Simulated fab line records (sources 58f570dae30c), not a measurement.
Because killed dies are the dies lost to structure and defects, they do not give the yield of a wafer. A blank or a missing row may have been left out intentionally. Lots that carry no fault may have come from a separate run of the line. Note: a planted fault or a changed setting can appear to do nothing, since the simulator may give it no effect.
Chamber matching + flow berkeley_cmos170 + rie_si-01 running UCB170_GATE_ETCH_15: 4 sister chambers
The step etches poly-Si in HBr/Cl2, stops on SiO2, time 56.3 s, target depth 278.2 nm. 8 wafers are shown with their chamber, then 7 later ones without.

WAFERS PAIRED WITH THEIR CHAMBERS
| wafer  | chamber | drypump_motor_current_A (A) | throttle_valve_pct (%) |
|--------|---------|-----------------------------|------------------------|
| L598.2 | 2       | 6.0                         | 26.31                  |
| L609.2 | 0       | 6.3                         | 26.65                  |
| L609.5 | 1       | 5.6                         | 25.97                  |
| L611.3 | 3       | 5.3                         | 25.96                  |
| L611.4 | 2       | 6.0                         | 26.33                  |
| L611.5 | 1       | 5.5                         | 25.93                  |
| L613.2 | 0       | 6.3                         | 26.66                  |
| L613.3 | 3       | 5.3                         | 25.95                  |

WAFERS MISSING THEIR CHAMBER
| wafer  | drypump_motor_current_A (A) | throttle_valve_pct (%) |
|--------|-----------------------------|------------------------|
| L613.4 | 5.6                         | 25.96                  |
| L618.2 | 6.3                         | 26.65                  |
| L618.3 | 5.3                         | 25.95                  |
| L618.6 | 5.6                         | 25.96                  |
| L620.3 | 5.3                         | 25.94                  |
| L620.4 | 6.3                         | 26.65                  |
| L620.5 | 6.3                         | 26.65                  |

THE CHAMBER EACH PASSED THROUGH
| wafer  | from the rows above | in truth |
|--------|---------------------|----------|
| L613.4 | 1                   | 1        |
| L618.2 | 0                   | 0        |
| L618.3 | 3                   | 3        |
| L618.6 | 1                   | 1        |
| L620.3 | 3                   | 3        |
| L620.4 | 0                   | 0        |
| L620.5 | 0                   | 0        |
Placed correctly: 7 of 7. Can't be placed from these rows: 0. Placed wrongly: 0.
How it was worked out, from the rows above alone: a wafer's distance from a chamber is the root of the sum, over the readings, of the square of ((its reading less the chamber's mean) divided by the reading's scatter). If the next closest chamber is less than 2 further off than the closest, the wafer can't be placed; otherwise it belongs to the closest. The mean given for a chamber averages the wafers shown for that chamber. How the scatter is found: for the shown wafers, subtract from each reading the mean of its chamber, square and add these, divide the total by (wafers less chambers), then take the root.
